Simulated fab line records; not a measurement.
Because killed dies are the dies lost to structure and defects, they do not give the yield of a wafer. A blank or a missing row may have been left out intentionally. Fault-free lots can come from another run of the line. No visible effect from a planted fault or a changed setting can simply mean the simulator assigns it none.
fab line records -- flow rit_cmos
record lots=5, wafers=15, last_day=7
route steps=202 shown ACTIVE@10 FOX1@20 FOX2@23 NWELL@28 PWELL@39 WELLDRIVE@50 M1@202
lots that met no fault: taken from a fault-free run of the same line
start_h: start of the lot's first displayed wafer, in hours after the record's first day -- wait_h: hours since the lot's step before -- " same as the row above -- L1.1+2: one row covering several wafers at once -- - value missing, or start not given -- * or withheld: withheld -- < > ~ a bound
route shown NAME@n: a module of which the file shows steps, and the number in the route of the first -- usual: average and standard deviation across the fault-free wafers -- same: alike in all rows -- chamber/n: place in a boat -- sites: the reading at each site -- _std_site: how widely they spread, as a standard deviation -- _edge_site: inner sites' mean taken away from outer sites' mean -- radius_mm: how far each site lies from the wafer's centre -- mask NAME#n: copy n -- behind: the most recent tool/chamber to have shaped the wafer -- hold: why the lot was held/for how many hours/how that ended -- device: which transistor (n, p or np) failed to switch -- end of line: the same wafers' tests at the end of the route -- a step without rows: its recipe alone -- killed: count of dies lost to structure and defects at first sort (not the wafer's yield) -- map: dies across one wafer; x = killed, . = not, _ = none there
set.NAME: the setting as run; set.NAME@STEP: as run at that earlier step -- model.NAME: the simulator's own value behind a step, which no gauge read
lots seen at some steps along the route; tables by step, rows by wafer
services: from which hour (start_h, from the record's first day; less than 0 if before it) a tool's chamber was out of use, for how many hours, and why
## steps
# step RIT_ACTIVE_PEB_09
# recipe resist=NOVOLAK, temp_c=withheld, time_s=withheld
# step RIT_ACTIVE_DEVELOP_10
# recipe resist=NOVOLAK, develop_time_s=50, dev_temp_c=23
# step RIT_ACTIVE_CD_MEAS_11
# recipe target_cd_nm=1400
# usual cd_nm=1400.1/1.5
lot.wafer,tool,chamber,start_h,wait_h,cd_nm
L783.2,cd_sem-01,-,21.13,-,1398.9
L783.3,cd_sem-01,-,21.13,-,1400.0
L783.5,cd_sem-01,-,21.13,-,1402.8
L786.3,cd_sem-01,-,35.76,-,1398.5
L786.4,cd_sem-01,-,35.76,-,1399.9
L786.5,cd_sem-01,-,35.76,-,1398.4
L794.1,cd_sem-02,-,77.05,-,1400.1
L794.3,cd_sem-02,-,77.05,-,1399.9
L794.6,cd_sem-02,-,77.05,-,1400.4
L796.1,cd_sem-01,-,85.92,-,1400.2
L796.3,cd_sem-01,-,85.92,-,1399.6
L796.4,cd_sem-01,-,85.92,-,1400.2
L803.1,cd_sem-01,-,120.19,-,1399.4
L803.3,cd_sem-01,-,120.19,-,1401.0
L803.5,cd_sem-01,-,120.19,-,1399.3
# step RIT_ACTIVE_HARDBAKE_12
# recipe resist=NOVOLAK, temp_c=140, time_s=60
# step RIT_ACTIVE_ETCH_13
# recipe stop_on=SiO2, chemistry=SF6, target=Si3N4, time_s=210, over_etch_frac=0.4, SF6_flow_sccm=200, pressure_mtorr=260, rf_w=125, target_depth_a=2100
# usual drypump_motor_current_A=5.7/0.35, oes_product_au=0.825/0.012, throttle_valve_pct=7.46/0.12
lot.wafer,tool,chamber,start_h,wait_h,drypump_motor_current_A,oes_product_au,rf_hours_counter_h,throttle_valve_pct
L783.2,rie_diel-03,1,21.38,0.1,5.9,0.827,2,7.47
L783.3,rie_diel-03,0,21.38,0.1,5.7,0.814,68,7.36
L783.5,rie_diel-03,1,21.38,0.1,5.9,0.837,-,7.48
L786.3,rie_diel-03,1,35.99,0.1,5.9,0.834,2,7.50
L786.4,rie_diel-03,2,35.99,0.1,5.6,0.835,0,7.24
L786.5,rie_diel-03,0,35.99,0.1,5.7,0.827,-,7.36
L794.1,rie_diel-03,2,77.32,0.1,5.6,0.837,1,7.25
L794.3,rie_diel-03,3,77.32,0.1,6.6,0.812,7,7.35
L794.6,rie_diel-03,1,77.32,0.1,5.9,0.832,-,7.49
L796.1,rie_diel-01,2,86.23,0.1,5.6,0.841,146,7.47
L796.3,rie_diel-01,3,86.23,0.1,5.3,0.824,15,7.43
L796.4,rie_diel-01,0,86.23,0.1,5.8,0.832,6,7.45
L803.1,rie_diel-01,2,120.46,0.1,5.6,0.847,147,7.48
L803.3,rie_diel-01,3,120.46,0.1,5.3,0.811,15,7.43
L803.5,rie_diel-01,0,120.46,0.1,5.8,0.826,-,7.45
# step RIT_ACTIVE_STRIP_14
# recipe chemistry=O2, time_s=180, resist=NOVOLAK, platen_temp_c=withheld, power_w=500, pressure_mtorr=4000, o2_flow_sccm=4000
# usual drypump_motor_current_A=5.6/0.47, o2_flow_sccm=4000/13
lot.wafer,tool,chamber,start_h,wait_h,drypump_motor_current_A,o2_flow_sccm,rf_hours_counter_h
L783.2,plasma_asher-03,0,21.51,0.1,4.9,4011,36
L783.3,plasma_asher-03,0,21.51,0.1,4.8,4008,-
L783.5,plasma_asher-03,1,21.51,0.1,5.4,4002,-
L786.3,plasma_asher-04,0,36.19,0.1,6.3,4013,-
L786.4,plasma_asher-04,1,36.19,0.1,5.7,4006,-
L786.5,plasma_asher-04,0,36.19,0.1,6.3,4019,-
L794.1,plasma_asher-03,1,77.45,0.1,5.4,3997,43
L794.3,plasma_asher-03,0,77.45,0.1,4.9,4002,-
L794.6,plasma_asher-03,0,77.45,0.1,4.8,3990,-
L796.1,plasma_asher-04,1,86.37,0.1,5.7,3993,45
L796.3,plasma_asher-04,0,86.37,0.1,6.3,4014,-
L796.4,plasma_asher-04,1,86.37,0.1,5.7,3990,-
L803.1,plasma_asher-04,1,120.59,0.1,5.7,4002,49
L803.3,plasma_asher-04,1,120.59,0.1,5.7,3991,-
L803.5,plasma_asher-04,1,120.59,0.1,5.7,3988,-
# step RIT_ACTIVE_CD_MEAS_90
# recipe target_cd_nm=1400
# usual cd_nm=1400.2/1.5
lot.wafer,tool,chamber,start_h,wait_h,cd_nm
L783.2,cd_sem-01,-,21.71,0.1,1398.5
L783.3,cd_sem-01,-,21.71,0.1,1400.1
L783.5,cd_sem-01,-,21.71,0.1,1402.9
L786.3,cd_sem-01,-,36.44,0.2,1398.3
L786.4,cd_sem-01,-,36.44,0.2,1400.4
L786.5,cd_sem-01,-,36.44,0.2,1398.1
L794.1,cd_sem-01,-,77.63,0.1,1400.3
L794.3,cd_sem-01,-,77.63,0.1,1400.3
L794.6,cd_sem-01,-,77.63,0.1,1400.4
L796.1,cd_sem-01,-,86.54,0.1,1399.7
L796.3,cd_sem-01,-,86.54,0.1,1399.3
L796.4,cd_sem-01,-,86.54,0.1,1400.7
L803.1,cd_sem-01,-,120.76,0.1,1399.6
L803.3,cd_sem-01,-,120.76,0.1,1401.2
L803.5,cd_sem-01,-,120.76,0.1,1399.0
# step RIT_ACTIVE_CLEAN_15
# recipe chemistry=SC1, mix=3:3:50, time_s=600, temp_c=75
# step RIT_ACTIVE_CLEAN_16
# recipe chemistry=dHF, dilution=50:1, time_s=30
# step RIT_ACTIVE_CLEAN_17
# recipe chemistry=SC2, mix=3:3:50, time_s=600, temp_c=75, dry=n2_spin
# step RIT_FOX1_OXIDATION_00
# recipe temp_c=1100, ambient=H2O, target_thk_a=3507, p_h2o_torr=720, ox_time_s=1130
# step RIT_FOX1_THK_MEAS_01
# recipe reads=SiO2_of_FOX1_OXIDATION_00
# usual FOX1_OXIDE_THK=351/6.4
lot.wafer,tool,chamber,start_h,wait_h,FOX1_OXIDE_THK[nm]
L783.2,film_metro-02,-,26.11,0.0,342
L783.3,film_metro-02,-,26.11,0.0,341
L783.5,film_metro-02,-,26.11,0.0,345
L786.3,film_metro-02,-,41.42,0.0,350
L786.4,film_metro-02,-,41.42,0.0,345
L786.5,film_metro-02,-,41.42,0.0,344
L794.1,film_metro-04,-,79.60,0.0,350
L794.3,film_metro-04,-,79.60,0.0,359
L794.6,film_metro-04,-,79.60,0.0,356
L796.1,film_metro-02,-,88.34,0.0,353
L796.3,film_metro-02,-,88.34,0.0,361
L796.4,film_metro-02,-,88.34,0.0,356
L803.1,film_metro-04,-,123.25,0.0,341
L803.3,film_metro-04,-,123.25,0.0,342
L803.5,film_metro-04,-,123.25,0.0,349
# step RIT_FOX1_WET_ETCH_02
# recipe chemistry=BOE, target_depth_nm=350, time_s=390, temp_c=21.5, dry=n2_spin, dilution=10:1, target=SiO2
lot.wafer,tool,chamber,start_h,wait_h
L783.2+3+5,wet_bench-03,1,26.16,0.0
L786.3+4+5,wet_bench-02,0,41.46,0.0
L794.1+3+6,wet_bench-03,2,79.66,0.1
L796.1+3+4,wet_bench-02,1,88.40,0.1
L803.1+3+5,wet_bench-02,0,123.31,0.1
# step RIT_FOX2_OXIDATION_00
# recipe temp_c=1100, ambient=H2O, target_thk_a=3507, p_h2o_torr=720, ox_time_s=1130
# step RIT_FOX2_THK_MEAS_01
# recipe reads=SiO2_of_FOX2_OXIDATION_00
# usual FOX2_OXIDE_THK=350/6.5
lot.wafer,tool,chamber,start_h,wait_h,FOX2_OXIDE_THK[nm]
L783.2,film_metro-03,-,28.77,0.0,359
L783.3,film_metro-03,-,28.77,0.0,358
L783.5,film_metro-03,-,28.77,0.0,356
L786.3,film_metro-03,-,42.99,0.0,350
L786.4,film_metro-03,-,42.99,0.0,350
L786.5,film_metro-03,-,42.99,0.0,349
L794.1,film_metro-01,-,81.74,0.0,333
L794.3,film_metro-01,-,81.74,0.0,337
L794.6,film_metro-01,-,81.74,0.0,337
L796.1,film_metro-01,-,89.83,0.0,350
L796.3,film_metro-01,-,89.83,0.0,349
L796.4,film_metro-01,-,89.83,0.0,350
L803.1,film_metro-04,-,125.64,0.0,355
L803.3,film_metro-04,-,125.64,0.0,358
L803.5,film_metro-04,-,125.64,0.0,359
# step RIT_FOX2_CLEAN_02
# recipe chemistry=dHF, dilution=50:1, time_s=180
# step RIT_FOX2_WET_ETCH_03
# recipe chemistry=H3PO4, target=Si3N4, target_depth_nm=195, temp_c=165, time_s=2700
# step RIT_FOX2_THK_MEAS_90
# recipe reads=SiO2_of_FOX2_OXIDATION_00
# usual FIELD_OXIDE_LEFT_1_THK=323/6.5
lot.wafer,tool,chamber,start_h,wait_h,FIELD_OXIDE_LEFT_1_THK[nm]
L783.2,film_metro-03,-,29.65,0.0,332
L783.3,film_metro-03,-,29.65,0.0,331
L783.5,film_metro-03,-,29.65,0.0,329
L786.3,film_metro-01,-,43.87,0.0,322
L786.4,film_metro-01,-,43.87,0.0,322
L786.5,film_metro-01,-,43.87,0.0,322
L794.1,film_metro-04,-,82.68,0.0,306
L794.3,film_metro-04,-,82.68,0.0,310
L794.6,film_metro-04,-,82.68,0.0,310
L796.1,film_metro-04,-,91.47,0.0,322
L796.3,film_metro-04,-,91.47,0.0,322
L796.4,film_metro-04,-,91.47,0.0,322
L803.1,film_metro-04,-,126.59,0.0,329
L803.3,film_metro-04,-,126.59,0.0,331
L803.5,film_metro-04,-,126.59,0.0,332
# step RIT_NWELL_HMDS_00
# recipe prime_time_s=60, prime_temp_c=140
# step RIT_NWELL_COAT_01
# recipe resist=NOVOLAK, spin_rpm=2000, resist_thk_nm=1300
# step RIT_NWELL_SOFTBAKE_02
# recipe resist=NOVOLAK, temp_c=90, time_s=60
# step RIT_NWELL_EXPOSE_03
# recipe mask_id=M2, na=0.57, target_cd_nm=43900, dose_mj=250
# step RIT_NWELL_PEB_04
# recipe resist=NOVOLAK, temp_c=withheld, time_s=withheld
# step RIT_NWELL_DEVELOP_05
# recipe resist=NOVOLAK, develop_time_s=68, dev_temp_c=23
# step RIT_NWELL_OVL_MEAS_06
# usual NWELL_OVL=0.7/1.5
lot.wafer,tool,chamber,start_h,wait_h,NWELL_OVL[nm]
L783.2,overlay-01,-,30.73,-,2.0
L783.3,overlay-01,-,30.73,-,2.0
L783.5,overlay-01,-,30.73,-,3.5
L786.3,overlay-01,-,44.80,-,0.6
L786.4,overlay-01,-,44.80,-,2.7
L786.5,overlay-01,-,44.80,-,1.3
L794.1,overlay-01,-,83.62,-,0.9
L794.3,overlay-01,-,83.62,-,-0.2
L794.6,overlay-01,-,83.62,-,0.8
L796.1,overlay-01,-,92.53,-,-0.2
L796.3,overlay-01,-,92.53,-,-1.4
L796.4,overlay-01,-,92.53,-,0.3
L803.1,overlay-02,-,127.66,-,-3.1
L803.3,overlay-02,-,127.66,-,-2.7
L803.5,overlay-02,-,127.66,-,0.3
# step RIT_NWELL_HARDBAKE_07
# recipe resist=NOVOLAK, temp_c=140, time_s=120
# step RIT_NWELL_IMPLANT_08
# recipe species=P, energy_kev=170, dose_cm2=5e+13, tilt_deg=7
# step RIT_NWELL_STRIP_09
# recipe chemistry=O2, time_s=180, resist=NOVOLAK, platen_temp_c=withheld, power_w=500, pressure_mtorr=4000, o2_flow_sccm=4000
# usual drypump_motor_current_A=5.6/0.51, o2_flow_sccm=4001/13
lot.wafer,tool,chamber,start_h,wait_h,drypump_motor_current_A,o2_flow_sccm,rf_hours_counter_h
L783.2,plasma_asher-02,0,31.16,0.1,5.3,4013,36
L783.3,plasma_asher-02,0,31.16,0.1,5.3,4020,-
L783.5,plasma_asher-02,1,31.16,0.1,6.0,3982,-
L786.3,plasma_asher-04,0,45.28,0.1,6.3,3986,-
L786.4,plasma_asher-04,1,45.28,0.1,5.7,4010,-
L786.5,plasma_asher-04,1,45.28,0.1,5.7,4002,-
L794.1,plasma_asher-04,0,84.06,0.1,6.3,3998,45
L794.3,plasma_asher-04,0,84.06,0.1,6.3,4002,-
L794.6,plasma_asher-04,1,84.06,0.1,5.6,4002,-
L796.1,plasma_asher-04,1,92.97,0.1,5.7,4003,46
L796.3,plasma_asher-04,1,92.97,0.1,5.7,4007,-
L796.4,plasma_asher-04,0,92.97,0.1,6.3,4007,-
L803.1,plasma_asher-03,0,128.09,0.1,4.8,3999,49
L803.3,plasma_asher-03,1,128.09,0.1,5.3,3991,-
L803.5,plasma_asher-03,1,128.09,0.1,5.3,3997,-
# step RIT_NWELL_TW_MEAS_10
# usual NWELL_TW=2169/11
lot.wafer,tool,chamber,start_h,wait_h,NWELL_TW
L783.2,film_metro-04,-,31.34,0.1,2164
L783.3,film_metro-04,-,31.34,0.1,2166
L783.5,film_metro-04,-,31.34,0.1,2161
L786.3,film_metro-02,-,45.42,0.1,2166
L786.4,film_metro-02,-,45.42,0.1,2148
L786.5,film_metro-02,-,45.42,0.1,2161
L794.1,film_metro-04,-,84.23,0.1,2184
L794.3,film_metro-04,-,84.23,0.1,2172
L794.6,film_metro-04,-,84.23,0.1,2171
L796.1,film_metro-01,-,93.14,0.1,2164
L796.3,film_metro-01,-,93.14,0.1,2163
L796.4,film_metro-01,-,93.14,0.1,2164
L803.1,film_metro-04,-,128.27,0.1,2166
L803.3,film_metro-04,-,128.27,0.1,2165
L803.5,film_metro-04,-,128.27,0.1,2163
# step RIT_PWELL_HMDS_00
# recipe prime_time_s=60, prime_temp_c=140
# step RIT_PWELL_COAT_01
# recipe resist=NOVOLAK, spin_rpm=2000, resist_thk_nm=1300
# step RIT_PWELL_SOFTBAKE_02
# recipe resist=NOVOLAK, temp_c=90, time_s=60
# step RIT_PWELL_EXPOSE_03
# recipe mask_id=M3, na=0.57, target_cd_nm=43700, dose_mj=250
# step RIT_PWELL_PEB_04
# recipe resist=NOVOLAK, temp_c=withheld, time_s=withheld
# step RIT_PWELL_DEVELOP_05
# recipe resist=NOVOLAK, develop_time_s=68, dev_temp_c=23
# step RIT_PWELL_OVL_MEAS_06
# usual PWELL_OVL=0.0/1.4
lot.wafer,tool,chamber,start_h,wait_h,PWELL_OVL[nm]
L783.2,overlay-01,-,32.40,-,0.9
L783.3,overlay-01,-,32.40,-,1.0
L783.5,overlay-01,-,32.40,-,0.7
L786.3,overlay-01,-,46.35,-,2.6
L786.4,overlay-01,-,46.35,-,-0.4
L786.5,overlay-01,-,46.35,-,0.9
L794.1,overlay-01,-,85.30,-,-1.0
L794.3,overlay-01,-,85.30,-,0.7
L794.6,overlay-01,-,85.30,-,0.1
L796.1,overlay-02,-,94.08,-,-0.1
L796.3,overlay-02,-,94.08,-,-0.2
L796.4,overlay-02,-,94.08,-,-1.4
L803.1,overlay-01,-,129.47,-,-0.4
L803.3,overlay-01,-,129.47,-,0.1
L803.5,overlay-01,-,129.47,-,-0.3
# step RIT_PWELL_HARDBAKE_07
# recipe resist=NOVOLAK, temp_c=140, time_s=120
# step RIT_PWELL_IMPLANT_08
# recipe species=B, energy_kev=170, dose_cm2=7e+13, tilt_deg=7
# step RIT_PWELL_STRIP_09
# recipe chemistry=O2, time_s=180, resist=NOVOLAK, platen_temp_c=withheld, power_w=500, pressure_mtorr=4000, o2_flow_sccm=4000
# usual drypump_motor_current_A=5.7/0.34, o2_flow_sccm=4001/12
lot.wafer,tool,chamber,start_h,wait_h,drypump_motor_current_A,o2_flow_sccm,rf_hours_counter_h
L783.2,plasma_asher-04,1,32.83,0.1,5.6,3982,40
L783.3,plasma_asher-04,0,32.83,0.1,6.3,4011,-
L783.5,plasma_asher-04,0,32.83,0.1,6.3,4006,-
L786.3,plasma_asher-02,1,46.83,0.1,6.1,3994,-
L786.4,plasma_asher-02,0,46.83,0.1,5.3,3978,-
L786.5,plasma_asher-02,0,46.83,0.1,5.3,3969,-
L794.1,plasma_asher-01,1,85.73,0.1,5.4,3989,29
L794.3,plasma_asher-01,0,85.73,0.1,5.8,4005,-
L794.6,plasma_asher-01,1,85.73,0.1,5.4,4009,-
L796.1,plasma_asher-01,0,94.52,0.1,5.7,3988,30
L796.3,plasma_asher-01,0,94.52,0.1,5.7,3992,-
L796.4,plasma_asher-01,1,94.52,0.1,5.4,4016,-
L803.1,plasma_asher-01,0,129.90,0.1,5.7,4006,34
L803.3,plasma_asher-01,1,129.90,0.1,5.3,3998,-
L803.5,plasma_asher-01,0,129.90,0.1,5.8,4002,-
# step RIT_PWELL_TW_MEAS_10
# usual PWELL_TW=960/4.9
lot.wafer,tool,chamber,start_h,wait_h,PWELL_TW
L783.2,film_metro-04,-,33.02,0.1,960
L783.3,film_metro-04,-,33.02,0.1,962
L783.5,film_metro-04,-,33.02,0.1,963
L786.3,film_metro-01,-,46.97,0.1,959
L786.4,film_metro-01,-,46.97,0.1,973
L786.5,film_metro-01,-,46.97,0.1,971
L794.1,film_metro-04,-,85.91,0.1,953
L794.3,film_metro-04,-,85.91,0.1,960
L794.6,film_metro-04,-,85.91,0.1,957
L796.1,film_metro-01,-,94.69,0.1,966
L796.3,film_metro-01,-,94.69,0.1,965
L796.4,film_metro-01,-,94.69,0.1,965
L803.1,film_metro-04,-,130.08,0.1,959
L803.3,film_metro-04,-,130.08,0.1,957
L803.5,film_metro-04,-,130.08,0.1,956
# step RIT_WELLDRIVE_ANNEAL_00
# recipe temp_c=1100, time_s=14700, ambient=N2
# step RIT_WELLDRIVE_RS_MEAS_01
# recipe thk_meas_gauge=four-point-probe
# usual NWELL_RS=275.1/0.75
lot.wafer,tool,chamber,start_h,wait_h,NWELL_RS[ohm/sq]
L783.2,film_metro-04,-,38.51,0.0,274.8
L783.3,film_metro-04,-,38.51,0.0,274.5
L783.5,film_metro-04,-,38.51,0.0,274.3
L786.3,film_metro-04,-,53.95,0.0,274.8
L786.4,film_metro-04,-,53.95,0.0,275.6
L786.5,film_metro-04,-,53.95,0.0,276.0
L794.1,film_metro-02,-,91.05,0.0,274.5
L794.3,film_metro-02,-,91.05,0.0,274.6
L794.6,film_metro-02,-,91.05,0.0,273.8
L796.1,film_metro-02,-,99.84,0.0,277.4
L796.3,film_metro-02,-,99.84,0.0,277.1
L796.4,film_metro-02,-,99.84,0.0,277.0
L803.1,film_metro-04,-,135.22,0.0,275.4
L803.3,film_metro-04,-,135.22,0.0,274.5
L803.5,film_metro-04,-,135.22,0.0,274.3
# step RIT_M1_PROBE_99
# usual killed_at_contacts=0.1/0.31, killed_at_front_end=6.3/2.7, killed_dies=6.4/2.7, killed_on_rim=1.7/1.4, killed_open=3.3/2, killed_short=3/1.8
# same gross_dies=264, killed_at_M0_to_M3=0, killed_at_M4_up=0, killed_at_back_side=0, killed_at_other=0
lot.wafer,tool,chamber,start_h,wait_h,hold,killed_at_contacts,killed_at_front_end,killed_dies,killed_on_rim,killed_open,killed_short
L783.2,prober-01,-,70.88,0.1,-,0,4,4,1,4,0
L783.3,prober-01,-,70.93,0.2,-,0,6,6,1,2,4
L783.5,prober-01,-,71.03,0.2,-,1,2,3,1,2,1
L786.3,prober-01,-,84.22,0.2,-,0,6,6,1,1,5
L786.4,prober-01,-,84.27,0.2,-,0,11,11,2,8,3
L786.5,prober-01,-,84.32,0.2,-,0,7,7,0,1,6
L794.1,prober-02,-,122.26,0.1,await_dispo/2.4h/release,0,21,21,9,6,2
L794.3,prober-02,-,122.36,0.2,await_dispo/2.4h/release,0,21,21,10,3,6
L794.6,prober-02,-,122.51,0.2,await_dispo/2.4h/release,0,24,24,12,7,4
L796.1,prober-02,-,130.12,0.1,-,0,5,5,0,3,2
L796.3,prober-02,-,130.22,0.2,-,0,5,5,4,2,3
L796.4,prober-02,-,130.27,0.2,-,0,6,6,2,4,2
L803.1,prober-01,-,167.17,0.1,-,1,0,1,0,0,1
L803.3,prober-01,-,167.27,0.2,-,0,9,9,4,8,1
L803.5,prober-01,-,167.37,0.2,-,0,12,12,5,1,9
# killed by level:class
L783.2 FOX1:geometric_particle:open=2 GATE:geometric_particle:open=1 SPACER:geometric_particle:open=1
L783.3 SPACER:geometric_particle:short=2 SILICIDE:geometric_particle:short=2 GATE:geometric_particle:open=1 SPACER:geometric_particle:open=1
L783.5 GATE:geometric_particle:open=1 SILICIDE:geometric_particle:open=1 CONTACT:geometric_particle:short=1
L786.3 GATE:geometric_particle:short=2 SPACER:geometric_particle:short=2 REOX:geometric_particle:short=1 SPACER:geometric_particle:open=1
L786.4 SPACER:geometric_particle:open=3 GATE:geometric_particle:open=2 REOX:geometric_particle:open=2 GATE:geometric_particle:short=1 REOX:geometric_particle:short=1 SPACER:geometric_particle:short=1 SILICIDE:geometric_particle:open=1
L786.5 GATE:geometric_particle:short=3 FOX1:geometric_particle:short=1 FOX2:geometric_particle:open=1 FOX2:geometric_particle:short=1 SPACER:geometric_particle:short=1
L794.1 FOX1:unspecified=13 GATE:geometric_particle:open=5 FOX1:geometric_particle:open=1 GATE:geometric_particle:short=1 SPACER:geometric_particle:short=1
L794.3 FOX1:unspecified=12 GATE:geometric_particle:short=5 GATE:geometric_particle:open=2 FOX1:geometric_particle:short=1 SILICIDE:geometric_particle:open=1
L794.6 FOX1:unspecified=13 GATE:geometric_particle:open=5 GATE:geometric_particle:short=4 REOX:geometric_particle:open=2
L796.1 FOX1:geometric_particle:open=1 FOX2:geometric_particle:short=1 GATE:geometric_particle:open=1 REOX:geometric_particle:open=1 SPACER:geometric_particle:short=1
L796.3 FOX1:geometric_particle:short=1 GATE:geometric_particle:short=1 GATE:geometric_particle:open=1 REOX:geometric_particle:open=1 SILICIDE:geometric_particle:short=1
L796.4 GATE:geometric_particle:open=2 FOX1:geometric_particle:open=1 FOX2:geometric_particle:open=1 FOX2:geometric_particle:short=1 REOX:geometric_particle:short=1
L803.1 CONTACT:geometric_particle:short=1
L803.3 SILICIDE:geometric_particle:open=3 GATE:geometric_particle:open=2 FOX1:geometric_particle:open=1 SPACER:geometric_particle:open=1 FOX2:geometric_particle:open=1 SILICIDE:geometric_particle:short=1
L803.5 GATE:geometric_particle:short=4 SILICIDE:geometric_particle:short=2 PWELL:coat_microbubble_printed=2 FOX1:geometric_particle:short=1 FOX2:geometric_particle:short=1 REOX:geometric_particle:open=1 SPACER:geometric_particle:short=1
# map L794.6 (x killed, . not)
________....xxx_______
_____........xxxxx____
____x........x.xxx.___
___............x.x..__
__..................._
__.......x..........._
_.............x.......
_..................x..
_.....................
_.....................
__..................._
__...........x......._
___......x.........x__
____...............___
_____........x...x____
________.....x._______
# map L783.3 (x killed, . not)
________.....x._______
_____.............____
____.....x.....x...___
___.................__
__..................._
__..................._
_.....................
_.....................
_.................x...
_.....................
__..................._
__..............x...._
___.................__
____...............___
_____........x....____
________......._______
## services
tool,chamber,start_h,hours,kind
plasma_asher-02,-,11.82,2.8,pm
plasma_asher-01,-,12.92,11.9,repair
rie_diel-01,2,16.12,5.0,repair
rie_diel-03,2,30.35,3.8,repair
rie_diel-01,0,33.20,5.7,repair
rie_diel-01,3,39.64,14.1,repair
plasma_asher-04,-,68.49,0.4,repair
rie_diel-01,-,73.54,2.8,pm
plasma_asher-02,-,108.75,9.0,pm
plasma_asher-02,0,108.75,9.0,vent_cycle
plasma_asher-02,1,108.75,9.0,vent_cycle
rie_diel-03,3,115.72,6.7,repair
plasma_asher-02,0,117.75,-,clean
plasma_asher-02,1,117.75,-,clean
## key
first_sign step=RIT_M1_PROBE_99, reading=killed_dies, direction=up, sigmas=5.8, usual=6.4, struck=22
effect step=RIT_M1_PROBE_99, reading=killed_at_front_end, direction=up, sigmas=5.8, usual=6.3, struck=22
met_at RIT_FOX1_WET_ETCH_02
struck_wafers L794.1,L794.3,L794.6
tester_left_out L794
also_fits RIT_ACTIVE_ETCH_13:rie_diel-03,RIT_ACTIVE_STRIP_14:plasma_asher-03
fault kind=chamber_particle_source, tool=wet_bench-03, chamber=2, onset_h=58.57, steps=RIT_FOX1_WET_ETCH_02, rate_per_visit_cm2=0.998, end_h=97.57
# tester_left_out: of these lots the tester's yield and bins aren't shown, on N5 and GAA mostly nor the transistor test; their killed dies are dies lost to structure and defects alone, not to doping, threshold or leakage, so they don't give the yield
